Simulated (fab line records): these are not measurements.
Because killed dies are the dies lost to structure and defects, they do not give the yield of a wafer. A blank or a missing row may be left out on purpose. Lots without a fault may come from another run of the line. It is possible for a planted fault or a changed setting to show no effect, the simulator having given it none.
A struck lot beside a sound one || flow rit-cmos || 15 out of 202 route steps
Sound: wafers L780.1, L780.3, L780.6. Struck: wafer L793.6 (L793.1, L793.5, from the same lot, were not struck and are left out); the cause is given at the end.
Per side, at each step with rows, come the tool, then ch with its chambers, and then its first start. Under that, the readings that differ: sound wafers || struck wafers || difference of the means || sigmas: that difference in standard deviations of wafers without a fault.
alike: words and numbers the same on both sides, and readings whose means are apart by under 2 such deviations; not compared: readings that were withheld, readings missing a value for some wafer, numbers with overlapping values and no deviation given by the record, and bounds like >300 which may hide the same value.
Wherever a step has rows on one side only, a row that says differs or no value, or a row with sigmas, the two part there. Numbers that have no deviation but don't overlap get no sigmas and don't part them. A reading missing from all wafers of one side parts the sides only when that side holds two or more wafers.

RIT_SILICIDE_RTA_06: time 10 s, ramp up 5 s, ramp down 10 s.
  sound on rtp-anneal-02 ch 0, day 3 07:38; struck on rtp-anneal-01 ch 0, day 5 22:49
  alike: wafer_temp_C_max
RIT_CONTACT_CVD_00: deposits SiO2 from TEOS, target thk 400 nm, time 61 s.
  sound on pecvd-04 ch 0,1,2, day 3 07:41; struck on pecvd-02 ch 0, day 5 22:53
  alike: heater-power-w
RIT_CONTACT_THK_MEAS_01:
  struck on film-metro-04, day 5 22:56; sound on film-metro-04, day 3 07:44
  alike: CONTACT_TEOS_THK
then, 6 steps without rows for these wafers: RIT_CONTACT_HMDS_02 (prime time 60 s); RIT_CONTACT_COAT_03 (resist thk 1000 nm); RIT_CONTACT_SOFTBAKE_04 (time 60 s); RIT_CONTACT_EXPOSE_05 (exposes mask M11, target cd 1000 nm); RIT_CONTACT_PEB_06; RIT_CONTACT_DEVELOP_07 (develop time 120 s).
RIT_CONTACT_CD_MEAS_08: target cd 1000 nm.
  struck on cd-sem-02, day 6 00:05; sound on cd-sem-01, day 3 08:46
  alike: cd-nm
RIT_CONTACT_OVL_MEAS_09:
  struck on overlay-01, day 6 00:12; sound on overlay-01, day 3 08:53
  alike: CONTACT_OVL
then, 1 step without rows for these wafers: RIT_CONTACT_HARDBAKE_10 (time 60 s).
RIT_CONTACT_ETCH_11: etches SiO2 in CHF3/CF4/Ar, stops on TiSi2, target depth 480 nm, time 320 s.
  sound on rie-diel-02 ch 1,2, day 3 09:05; struck on rie-diel-04 ch 0, day 6 00:23
{"reading": "CHF3_flow_sccm (sccm)", "sound": "50.21 50.00 50.25", "struck": 49.85, "difference": -0.30, "sigmas": -2}
{"reading": "rf-fwd-power-W (W)", "sound": "200.5 200.2 200.0", "struck": 121.2, "difference": -79.0, "sigmas": "-99 or more"}
{"reading": "model.CONTACT.feature-depth-nm (nm)", "sound": "394.8 396.1 412.6", "struck": 376.8, "difference": -24.4, "sigmas": ""}
{"reading": "model.etch.depth-nm (nm)", "sound": "394.8 396.1 412.6", "struck": 376.8, "difference": -24.4, "sigmas": ""}
{"reading": "model.NOVOLAK_of_CONTACT_COAT_03.thk-nm (nm)", "sound": "770 763.3 765", "struck": 794.3, "difference": "+28.2", "sigmas": ""}
  alike: drypump-motor-current-A, oes-product-au, throttle-valve-pct
  not compared: rf-hours-counter-h
RIT_CONTACT_STRIP_12: strips in O2, time 180 s.
  sound on plasma-asher-03 ch 0,1, day 3 09:16; struck on plasma-asher-04 ch 1, day 6 00:35
  alike: drypump-motor-current-A
  not compared: rf-hours-counter-h
RIT_M1_PROBE_99:
  record: rows for the struck wafers here (prober-01, day 6 05:29), none for the sound ones

WHERE THEY PART
First at RIT_CONTACT_ETCH_11; last, within this record, at RIT_M1_PROBE_99.

WHY: whatever the simulator had introduced
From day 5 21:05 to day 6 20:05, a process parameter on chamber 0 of rie-diel-04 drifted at RIT_CONTACT_ETCH_11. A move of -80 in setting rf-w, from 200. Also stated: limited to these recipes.
